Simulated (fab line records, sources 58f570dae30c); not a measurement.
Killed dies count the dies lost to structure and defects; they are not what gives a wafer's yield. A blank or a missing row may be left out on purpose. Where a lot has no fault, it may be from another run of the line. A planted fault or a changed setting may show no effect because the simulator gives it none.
Matching of chambers | flow berkeley_cmos170 | 4 sister chambers for UCB170_GATE_ETCH_15 on rie_si-01
The step etches poly-Si in HBr/Cl2, stops on SiO2, time 56.3 s, target depth 278.2 nm. 4 wafers are shown with their chamber, then 8 later ones without.

== WAFERS, EACH WITH ITS CHAMBER ==
wafer  | chamber | throttle_valve_pct (%)
L142.1 | 0       | 26.74
L142.2 | 2       | 26.30
L142.6 | 1       | 26.42
L148.3 | 3       | 26.27

== WAFERS WITH NO CHAMBER GIVEN ==
wafer  | throttle_valve_pct (%)
L148.4 | 26.31
L148.5 | 26.74
L149.1 | 26.25
L149.2 | 26.76
L149.5 | 26.43
L151.1 | 26.74
L151.2 | 26.31
L151.3 | 26.42

== WHICH CHAMBER EACH ONE RAN IN ==
wafer  | from the rows above | in truth
L148.4 | 2                   | 2
L148.5 | 0                   | 0
L149.1 | 3                   | 3
L149.2 | 0                   | 0
L149.5 | 1                   | 1
L151.1 | 0                   | 0
L151.2 | 2                   | 2
L151.3 | 1                   | 1
8 of 8 placed correctly. Left unplaced by these rows: 0. 0 placed wrongly.
How it was worked out, from the rows above alone: a wafer's distance from a chamber is the root of the sum, over the readings, of the square of ((its reading less the chamber's mean) divided by the reading's scatter). If the next closest chamber is less than 2 further off than the closest, the wafer can't be placed; otherwise it belongs to the closest. For every chamber, the mean is computed from those of its wafers that are shown. The scatter: with one shown wafer a chamber, the root of the mean of the squares of how far each hidden wafer lies from its nearest shown one.
